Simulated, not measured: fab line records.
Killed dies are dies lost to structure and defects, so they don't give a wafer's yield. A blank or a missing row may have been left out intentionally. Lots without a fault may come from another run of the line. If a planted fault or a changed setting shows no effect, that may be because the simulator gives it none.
One fault through the eyes of 2 desks	flow berkeley-cmos170	each desk has only its own numbers; what lay behind them comes last

== AT THE TOOL OWNER'S DESK: implanter-04 ==
UCB170_PLDD_IMPLANT_08, tool's own readings: per-lot mean of the sampled wafers with a number, covering each lot this tool ran. Any lot whose mean is over 4 standard deviations away from the usual mean is out of limits and marked OUT; that distance is given in the brackets.
Columns: A = beam-on-s at UCB170_PLDD_IMPLANT_08, usual 9.99 s; B = dose-ions-cm2 at UCB170_PLDD_IMPLANT_08, usual 5e+13; C = faraday-current-uA at UCB170_PLDD_IMPLANT_08, usual 159; D = tilt-deg at UCB170_PLDD_IMPLANT_08, usual 7.001 degrees
lot	first seen here	A	B	C	D
L546	day 7 00:44	9.88	5e+13	161	7.004
L551	day 7 15:13	9.93	5e+13	160	6.992
L555	day 8 14:46	13.99 (+19) OUT	8e+13 (+99 or more) OUT	181 (+6.6) OUT	7.006
L557	day 8 19:19	14.03 (+19) OUT	8e+13 (+99 or more) OUT	181 (+6.5) OUT	7.018
This desk finds L555, L557 out of limits, L555 being first, at day 8 14:46 (beam-on-s at UCB170_PLDD_IMPLANT_08). In limits: L546, L551.

== FROM THE METROLOGY DESK ==
What the gauges read, lot by lot, whatever tool the lot ran on: means of the sampled wafers that have a number. Any lot whose mean is over 4 standard deviations away from the usual mean is out of limits and marked OUT; that distance is given in the brackets.
Columns: A = INCOMING_BOW at UCB170_START_BOW_MEAS_00, usual 0 um; B = NWELL_OVL at UCB170_NWELL_OVL_MEAS_12, usual 0 nm; C = GATE_OVL at UCB170_GATE_OVL_MEAS_13, usual -1 nm; D = PLDD_TW at UCB170_PLDD_TW_MEAS_11, usual 1012; E = PLDD_RS at UCB170_SDANNEAL_RS_MEAS_04, usual 1032.2 ohm/sq
lot	first seen here	A	B	C	D	E
L544	day 1 10:00	4	2	2	1008	1036.4
L546	day 1 20:01	2	-1	-3	1020	1031.1
L548	day 2 06:02	-1	1	5	1017	1033.3
L549	day 2 11:00	-3	3	-4	1008	1030.9
L550	day 2 16:00	1	-4	-4	1018	1031.2
L551	day 2 21:00	-3	2	-2	1008	1033.5
L555	day 3 17:04	-1	-2	-10	1091 (+14) OUT	839.0 (-67) OUT
L556	day 3 22:02	-5	-0	7	1007	1028.6
L557	day 4 03:00	2	-3	-4	1096 (+15) OUT	842.9 (-65) OUT
L558	day 4 08:01	3	-10	5	1010	1030.5
L559	day 4 13:02	-5	-2	-6	1008	1035.6
L565	day 5 19:00	-1	3	-2	1011	1031.8
L566	day 6 00:00	-0	2	1	1004	1034.1
L567	day 6 05:00	-4	1	6	1004	1037.2
This desk's finding: out of limits on L555, L557; first on L555, day 8 15:07 (PLDD_TW at UCB170_PLDD_TW_MEAS_11). In limits: L544, L546, L548, L549, L550, L551, L556, L558, L559, L565, L566, L567.

== TAKEN TOGETHER ==
On L555, L557, at day 8 14:46, an alarm was possible from the tool owner's desk.
At day 8 15:07 the metrology desk could have sounded an alarm, on L555, L557.
Of the lots named, all ran UCB170_PLDD_IMPLANT_08 on implanter-04.

== WHAT THE SIMULATOR HAD PUT IN ==
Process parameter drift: implanter-04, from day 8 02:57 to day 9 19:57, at UCB170_PLDD_IMPLANT_08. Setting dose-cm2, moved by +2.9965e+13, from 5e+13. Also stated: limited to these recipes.
Shown lots that were struck: L555, L557.
Delay (hours) between the fault's onset and each desk's first out-of-limits reading: 12 at the tool owner's desk, 12 at the metrology desk.
